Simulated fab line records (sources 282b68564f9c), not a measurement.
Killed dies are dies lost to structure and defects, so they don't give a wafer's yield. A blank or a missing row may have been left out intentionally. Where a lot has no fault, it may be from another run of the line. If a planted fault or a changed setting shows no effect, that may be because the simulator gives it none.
Comparing a struck lot with a sound one :: flow rit-cmos :: 19 steps out of a route of 202
Sound: the wafers L367.2, L367.3, L367.4. Struck: wafers L368.1, L368.4, L368.6. The cause is given at the end.
Order at every step that has rows: each side's tool, ch and its chambers, its first start. Under that, the readings that differ: sound wafers :: struck wafers :: difference of the means :: sigmas: that difference in standard deviations of wafers without a fault.
alike: same words and numbers on both sides, and readings whose means sit less than 2 such deviations apart. not compared: any withheld reading, any reading some wafer has no value for, any bound like >300 that may hide the same value, and any number with overlapping values for which the record gives no deviation.
Wherever a step has rows on one side only, a row that says differs or no value, or a row with sigmas, the two part there. Numbers that don't overlap but have no deviation are shown without sigmas and don't part them. A reading missing from all wafers of one side parts the sides only when that side holds two or more wafers.

first, 3 steps without rows for these wafers: RIT_GATE_CLEAN_02 (cleans in dHF, time 30 s); RIT_GATE_CLEAN_03 (cleans in SC2, time 600 s); RIT_GATE_CLEAN_04 (cleans in dHF, time 60 s).
RIT_FOX2_THK_MEAS_91:
  struck on film-metro-01, day 3 20:08; sound on film-metro-03, day 3 11:50
  alike: FIELD_OXIDE_LEFT_2_THK
then, 2 steps without rows for these wafers: RIT_GATE_OXIDATION_05 (target thk 3 nm, ox time 270 s); RIT_GATE_ANNEAL_06 (time 600 s).
RIT_GATE_THK_MEAS_07:
  struck on film-metro-01, day 3 21:56; sound on film-metro-03, day 3 16:33
  alike: GATE_OXIDE_THK
then, 1 step without rows for these wafers: RIT_GATE_CVD_08 (deposits poly-Si from SiH4, target thk 250 nm, time 2220 s).
RIT_GATE_THK_MEAS_09:
  struck on film-metro-02, day 3 23:37; sound on film-metro-03, day 3 18:14
  alike: GATE_POLY_THK
then, 3 steps without rows for these wafers: RIT_GATE_HMDS_10 (prime time 60 s); RIT_GATE_COAT_11 (resist thk 850 nm); RIT_GATE_SOFTBAKE_12 (time 60 s).
RIT_GATE_EXPOSE_13: exposes mask M6, target cd 150 nm.
  sound on iline-stepper-01 ch 0, day 3 19:13; struck on iline-stepper-01 ch 0, day 4 00:16
  alike: mask
then, 2 steps without rows for these wafers: RIT_GATE_PEB_14; RIT_GATE_DEVELOP_15 (develop time 50 s).
RIT_GATE_CD_MEAS_16: the cd target is 150 nm.
  struck on cd-sem-02, day 4 00:41; sound on cd-sem-01, day 3 20:02
reading: cd-nm (nm)
sound: 145.9 146.7 146.1
struck: 59.9 28.4 13.2
difference: -112.4
sigmas: -51
RIT_GATE_OVL_MEAS_17:
  struck on overlay-01, day 4 00:48; sound on overlay-02, day 3 20:09
  alike: GATE_OVL
then, 1 step without rows for these wafers: RIT_GATE_HARDBAKE_18 (time 60 s).
RIT_M1_PROBE_99:
  the record has rows for the struck wafers here (prober-02, day 5 00:11) and none for the sound ones

WHERE THEY PART
At RIT_GATE_CD_MEAS_16 first; at RIT_M1_PROBE_99 last (within this record only).

WHY: what had been put in by the simulator
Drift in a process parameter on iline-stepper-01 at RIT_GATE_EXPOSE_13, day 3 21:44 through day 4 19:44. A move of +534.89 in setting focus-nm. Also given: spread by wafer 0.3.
